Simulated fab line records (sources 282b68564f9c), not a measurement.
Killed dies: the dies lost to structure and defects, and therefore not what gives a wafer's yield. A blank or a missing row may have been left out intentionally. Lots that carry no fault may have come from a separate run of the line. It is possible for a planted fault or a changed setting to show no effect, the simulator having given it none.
Problem report, 8D (eight disciplines) form, completed by code / flow rit-cmos / the parts of the form that need people (team, actions taken, sign-off) are left out

1. THE PROBLEM
Mean of heater-power-total-W at RIT_M1_SOFTBAKE_05: 33.69 W across 6 wafers in 2 lots; on wafers with no fault it is 34.57 W (standard deviation 0.051). That is -17 standard deviations from the usual mean.
The step: time 60 s.
The first sign was on wafer L158.1 at day 7 19:22, on litho-track-03. The record holds 42 wafers of 14 lots with a number at this step. Rule for "out" (also "out of limits"): further than 4 standard deviations from the usual mean. All remaining wafers that have a number are taken as sound.

2. WHAT IT IS, WHAT IT ISN'T
question=which readings at this step | is=heater-power-total-W, plate-temp-C | is not=-
question=which lots | is=L158, L159 | is not=L138, L139, L140, L141, L143, L144, L146, L147, L149, L151, L153, L161
question=which wafers of those lots | is=all that have a number | is not=-
question=read on which tools | is=litho-track-03 | is not=litho-track-01, litho-track-04
question=when | is=from day 7 19:22 | is not=up to then (33 sound wafers); but 3 sound wafers of L161 came after

3. THE SUSPECTS, EACH WITH WHAT RULES IT OUT
Counting: a tool at a process step up to the reading stays a suspect if it ran every lot that is out and no sound lot after the first of them.
- litho-track-03 at RIT_M1_SOFTBAKE_05 (time 60 s): kept. All lots that are out passed through it, beginning with L158 at day 7 19:22, and no sound lot followed; its final sound lot before that point was L153 at day 6 12:14. Its own readings are out on those wafers: heater-power-total-W, plate-temp-C.
Left after counting: litho-track-03 at RIT_M1_SOFTBAKE_05.

4. THE CAUSE (what the simulator had put in)
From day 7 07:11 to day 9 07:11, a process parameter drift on litho-track-03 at RIT_M1_SOFTBAKE_05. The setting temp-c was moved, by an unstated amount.
Counting left only this tool.

5. THE CHAIN OF EFFECTS, in route order
Each row: a reading whose mean over the struck wafers that have a number lies more than 3 standard deviations from the usual. Only readings whose record carries a usual standard deviation are examined. hours: median over the lots of the time between each lot's start at the first step of this table that gives one and its start at this step. sigmas: the change, counted in usual standard deviations.
hours=0; step=RIT_M1_SOFTBAKE_05; reading=heater-power-total-W; usual=34.57 W; on struck wafers=33.69; change=-0.88; sigmas=-17
hours=0; step=RIT_M1_SOFTBAKE_05; reading=plate-temp-C; usual=90.00 C; on struck wafers=88.36; change=-1.64; sigmas=-15
Process steps it contains:
- RIT_M1_SOFTBAKE_05: time 60 s.

6. WHAT WOULD HAVE CAUGHT IT SOONER
First out-of-limits reading in this record: day 7 19:22, which is 12 hours after fault onset at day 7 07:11.
